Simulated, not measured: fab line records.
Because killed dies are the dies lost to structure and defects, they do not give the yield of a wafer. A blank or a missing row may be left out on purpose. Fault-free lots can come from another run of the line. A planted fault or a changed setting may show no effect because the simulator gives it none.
Comparing a struck lot with a sound one | flow rit cmos | 45 out of 202 route steps
Sound: these wafers, L779.2, L779.5, L779.6. Wafers L771.2, L771.4, L771.6 were the ones struck. Last of all comes the cause.
For every step that has rows: the tool of each side, followed by ch and its chambers, followed by its first start. Under that, the readings that differ: sound wafers | struck wafers | difference of the means | sigmas: that difference in standard deviations of wafers without a fault.
alike: a reading whose means differ by less than 2 such deviations, as well as words and numbers matching on both sides. not compared: withheld readings; readings where some wafer has no value; bounds like >300 that might hide an equal value; numbers whose values overlap and for which the record gives no deviation.
Wherever a step has rows on one side only, a row that says differs or no value, or a row with sigmas, the two part there. Non-overlapping numbers with no deviation appear without sigmas and do not part them. A reading that every wafer of one side lacks parts them only if that side has two wafers or more.

first, 1 step without rows for these wafers: RIT_ACTIVE_DEVELOP_10 (develop time 50 s).
RIT_ACTIVE_CD_MEAS_11: the cd target is 1400 nm.
  sound: cd sem-02 at day 4 17:28; struck: cd sem-02 at day 3 01:35
  alike: cd nm
then, 1 step without rows for these wafers: RIT_ACTIVE_HARDBAKE_12 (time 60 s).
RIT_ACTIVE_ETCH_13: etches Si3N4 in SF6, stops on SiO2, time 210 s, target depth 210 nm.
  sound on rie diel-04 ch 0,2,3, day 4 17:43; struck on rie diel-04 ch 1,2, day 3 01:50
  alike: chamber pressure mTorr, drypump motor current A, oes product au, throttle valve pct
  not compared: rf hours counter h
RIT_ACTIVE_STRIP_14: strips in O2, time 180 s.
  sound on plasma asher-01 ch 0,1, day 4 17:50; struck on plasma asher-02 ch 1, day 3 01:58
  reading                     | sound       | struck      | difference | sigmas
  drypump motor current A (A) | 6.4 6.4 6.6 | 5.6 5.6 5.5 | -0.9       | -2
  alike: chamber pressure mTorr
  not compared: rf hours counter h
RIT_ACTIVE_CD_MEAS_90: the cd target is 1400 nm.
  sound: cd sem-02 at day 4 18:02; struck: cd sem-01 at day 3 02:10
  alike: cd nm
then, 4 steps without rows for these wafers: RIT_ACTIVE_CLEAN_15 (cleans in SC1, time 600 s); RIT_ACTIVE_CLEAN_16 (cleans in dHF, time 30 s); RIT_ACTIVE_CLEAN_17 (cleans in SC2, time 600 s); RIT_FOX1_OXIDATION_00 (target thk 350.7 nm, ox time 1130 s).
RIT_FOX1_THK_MEAS_01:
  sound: film metro-02 at day 4 19:52; struck: film metro-01 at day 3 03:59
  alike: FOX1_OXIDE_THK
then, 1 step without rows for these wafers: RIT_FOX1_WET_ETCH_02 (etches SiO2 in BOE, target depth 350 nm, time 390 s).
RIT_FOX2_OXIDATION_00: target thk 350.7 nm, ox time 1130 s.
  sound on furnace-01 ch 0, day 4 20:02; struck on furnace-04 ch 0, day 3 05:02
  reading                                     | sound                | struck               | difference | sigmas
  spike tc centre C (C)                       | 1102.0 1104.7 1102.7 | 1075.3 1076.9 1075.7 | -27.2      | -18
  spike tc load C (C)                         | 1131.5 1131.6 1131.1 | 1103.2 1103.5 1102.8 | -28.2      | -19
  spike tc source C (C)                       | 1129.1 1129.8 1129.4 | 1106.5 1107.2 1105.9 | -22.9      | -12
  tube center temp C (C)                      | 1100 1100 1099.9     | 1074.9 1075 1075     | -25.0      | -99 or more
  tube_center_temp_C_max                      | 1103.2 1103.3 1102.8 | 1077.3 1078.3 1077.2 | -25.5      | -53
  model.SiO2_of_FOX2_OXIDATION_00.thk nm (nm) | 363.9 359.5 361.3    | 316.6 312.7 312.5    | -47.6      |
  alike: zone power source pct
RIT_FOX2_THK_MEAS_01:
  sound: film metro-03 at day 4 21:21; struck: film metro-02 at day 3 06:22
  reading             | sound       | struck      | difference | sigmas
  FOX2_OXIDE_THK (nm) | 364 359 361 | 317 313 312 | -47        | -7
then, 2 steps without rows for these wafers: RIT_FOX2_CLEAN_02 (cleans in dHF, time 180 s); RIT_FOX2_WET_ETCH_03 (etches Si3N4 in H3PO4, target depth 195 nm, time 2700 s).
RIT_FOX2_THK_MEAS_90:
  sound: film metro-03 at day 4 22:18; struck: film metro-03 at day 3 07:19
  reading                     | sound       | struck      | difference | sigmas
  FIELD_OXIDE_LEFT_1_THK (nm) | 336 332 334 | 289 285 285 | -48        | -7
then, 6 steps without rows for these wafers: RIT_NWELL_HMDS_00 (prime time 60 s); RIT_NWELL_COAT_01 (resist thk 1300 nm); RIT_NWELL_SOFTBAKE_02 (time 60 s); RIT_NWELL_EXPOSE_03 (exposes mask M2, target cd 43900 nm); RIT_NWELL_PEB_04; RIT_NWELL_DEVELOP_05 (develop time 68 s).
RIT_NWELL_OVL_MEAS_06:
  sound: overlay-02 at day 4 23:22; struck: overlay-01 at day 3 08:14
  alike: NWELL_OVL
then, 2 steps without rows for these wafers: RIT_NWELL_HARDBAKE_07 (time 120 s); RIT_NWELL_IMPLANT_08.
RIT_NWELL_STRIP_09: strips in O2, time 180 s.
  sound on plasma asher-02 ch 0,1, day 4 23:47; struck on plasma asher-01 ch 0,1, day 3 08:40
  alike: chamber pressure mTorr, drypump motor current A
  not compared: rf hours counter h
RIT_NWELL_TW_MEAS_10:
  sound: film metro-01 at day 4 23:59; struck: film metro-01 at day 3 08:52
  alike: NWELL_TW
then, 6 steps without rows for these wafers: RIT_PWELL_HMDS_00 (prime time 60 s); RIT_PWELL_COAT_01 (resist thk 1300 nm); RIT_PWELL_SOFTBAKE_02 (time 60 s); RIT_PWELL_EXPOSE_03 (exposes mask M3, target cd 43700 nm); RIT_PWELL_PEB_04; RIT_PWELL_DEVELOP_05 (develop time 68 s).
RIT_PWELL_OVL_MEAS_06:
  sound: overlay-01 at day 5 00:55; struck: overlay-01 at day 3 09:47
  alike: PWELL_OVL
then, 2 steps without rows for these wafers: RIT_PWELL_HARDBAKE_07 (time 120 s); RIT_PWELL_IMPLANT_08.
RIT_PWELL_STRIP_09: strips in O2, time 180 s.
  sound on plasma asher-03 ch 0,1, day 5 01:20; struck on plasma asher-04 ch 0,1, day 3 10:13
  alike: chamber pressure mTorr, drypump motor current A
  not compared: rf hours counter h
RIT_PWELL_TW_MEAS_10:
  sound: film metro-01 at day 5 01:32; struck: film metro-03 at day 3 10:25
  reading  | sound       | struck      | difference | sigmas
  PWELL_TW | 939 936 928 | 953 951 953 | +18        | +3
then, 1 step without rows for these wafers: RIT_WELLDRIVE_ANNEAL_00 (time 14700 s).
RIT_WELLDRIVE_RS_MEAS_01: uses a four-point probe to measure.
  sound: film metro-01 at day 5 06:41; struck: film metro-01 at day 3 15:43
  alike: NWELL_RS
RIT_WELLDRIVE_RS_MEAS_02: uses a four-point probe to measure.
  sound: film metro-01 at day 5 06:48; struck: film metro-01 at day 3 15:50
  alike: PWELL_RS
RIT_FOX2_THK_MEAS_91:
  sound: film metro-02 at day 5 10:41; struck: film metro-03 at day 3 19:50
  reading                     | sound       | struck      | difference | sigmas
  FIELD_OXIDE_LEFT_2_THK (nm) | 268 264 266 | 222 218 218 | -47        | -7
RIT_SILICIDE_WET_ETCH_00: etches SiO2 in BOE, target depth 14 nm, time 15 s.
  sound on wet bench-03 ch 3, day 6 06:31; struck on wet bench-04 ch 0, day 4 14:34
  reading                                     | sound             | struck            | difference | sigmas
  model.SiO2_of_FOX2_OXIDATION_00.thk nm (nm) | 163.4 158.8 162.3 | 118.3 113.1 113.1 | -46.7      |
RIT_M1_PROBE_99:
  sound: prober-01 at day 6 13:48; struck: prober-02 at day 4 21:39
  reading                                          | sound                | struck               | difference | sigmas
  model.etest.nldd.width nm (nm)                   | 3157 3153 3159       | 3180 3186 3183       | +27        |
  model.etest.pwell.rs ohm sq                      | 423.3 422.9 420.5    | 408.8 406.2 408.6    | -14.4      |
  model.etest.field n.vt v (V)                     | 36.14 35.68 35.85    | 30.15 29.65 29.68    | -6.06      |
  model.etest.field p metal.vt v (V)               | -27.77 -28.3 -27.98  | -33.23 -33.44 -33.46 | -5.36      |
  model.etest.poly comb over steps.leak log10 a um | -12.52 -12.65 -11.46 | -11.39 -11.16 -11.04 | +1.01      |
  alike: killed at front end, killed dies, killed open, killed short
  not compared: model.etest.pldd.width nm, model.etest.nplus sal.width nm, model.etest.pplus sal.width nm

== WHERE THEY PART ==
Last at RIT_FOX2_THK_MEAS_91 as far as this record goes, first at RIT_ACTIVE_STRIP_14. Later steps at which nothing parts them and some readings are alike: RIT_M1_PROBE_99.

WHY: what the simulator had put in
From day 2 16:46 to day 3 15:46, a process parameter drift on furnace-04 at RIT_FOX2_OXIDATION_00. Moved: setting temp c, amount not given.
